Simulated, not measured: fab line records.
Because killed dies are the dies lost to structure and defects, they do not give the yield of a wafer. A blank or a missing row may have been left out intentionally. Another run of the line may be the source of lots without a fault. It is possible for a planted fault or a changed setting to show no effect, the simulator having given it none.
The same fault as seen by 2 desks | flow rit_cmos | each desk holds nothing but its own numbers, with what lay behind them at the end

## FOR THE TOOL OWNER'S DESK: implanter-02
RIT_PSD_IMPLANT_08, tool's own readings: per-lot mean of the sampled wafers with a number, covering each lot this tool ran. The brackets show how far a lot's mean lies from the usual mean; more than 4 standard deviations puts the lot out of limits, marked OUT.
Columns: A = beam_energy_keV at RIT_PSD_IMPLANT_08, usual 27.000
lot  | first seen here | A
L624 | day 5 16:52     | 27.009
L632 | day 7 06:34     | 27.002
L633 | day 7 17:22     | 26.997
Result from this desk: across the 3 lots, nothing is out of limits.

## FROM THE METROLOGY DESK
What the gauges read, lot by lot, whatever tool the lot ran on: means of the sampled wafers that have a number. The brackets show how far a lot's mean lies from the usual mean; more than 4 standard deviations puts the lot out of limits, marked OUT. Only the readings that lie furthest out on some lot appear, 7 of the 12 it has.
Columns: A = PSD_RS at RIT_SDANNEAL_RS_MEAS_04, usual 115.9 ohm/sq; B = NSD_RS at RIT_SDANNEAL_RS_MEAS_05, usual 84.60 ohm/sq; C = PLDD_RS at RIT_SDANNEAL_RS_MEAS_06, usual 178.7 ohm/sq; D = SILICIDE_TI_RS at RIT_SILICIDE_RS_MEAS_02, usual 47.9 ohm/sq; E = SILICIDE_TI_THK at RIT_SILICIDE_THK_MEAS_03, usual 30.3 nm; F = cd_nm at RIT_CONTACT_CD_MEAS_08, usual 1000.1 nm; G = CONTACT_OVL at RIT_CONTACT_OVL_MEAS_09, usual 0.1 nm
lot  | first seen here | A     | B     | C     | D    | E    | F      | G
L624 | day 5 15:29     | 116.3 | 84.60 | 179.2 | 47.6 | 30.2 | 1001.7 | 2.5
L628 | day 6 09:24     | 116.1 | 84.54 | 178.9 | 48.6 | 29.8 | 997.1  | -1.9
L632 | day 7 05:28     | 115.8 | 84.50 | 177.8 | 47.4 | 30.7 | 1004.0 | -1.5
L633 | day 7 16:17     | 116.6 | 85.06 | 178.7 | 48.8 | 30.0 | 1004.1 | 1.6
L634 | day 7 16:27     | 115.8 | 84.19 | 178.4 | 46.9 | 30.6 | 998.5  | -0.5
L635 | day 7 22:35     | 116.0 | 84.18 | 178.7 | 47.9 | 30.3 | 997.3  | -0.1
Result from this desk: across the 6 lots, nothing is out of limits.

## BROUGHT TOGETHER
Nothing out of limits was seen by the tool owner's desk.
From the metrology desk's view, nothing was out of limits.

## WHAT THE SIMULATOR PUT IN
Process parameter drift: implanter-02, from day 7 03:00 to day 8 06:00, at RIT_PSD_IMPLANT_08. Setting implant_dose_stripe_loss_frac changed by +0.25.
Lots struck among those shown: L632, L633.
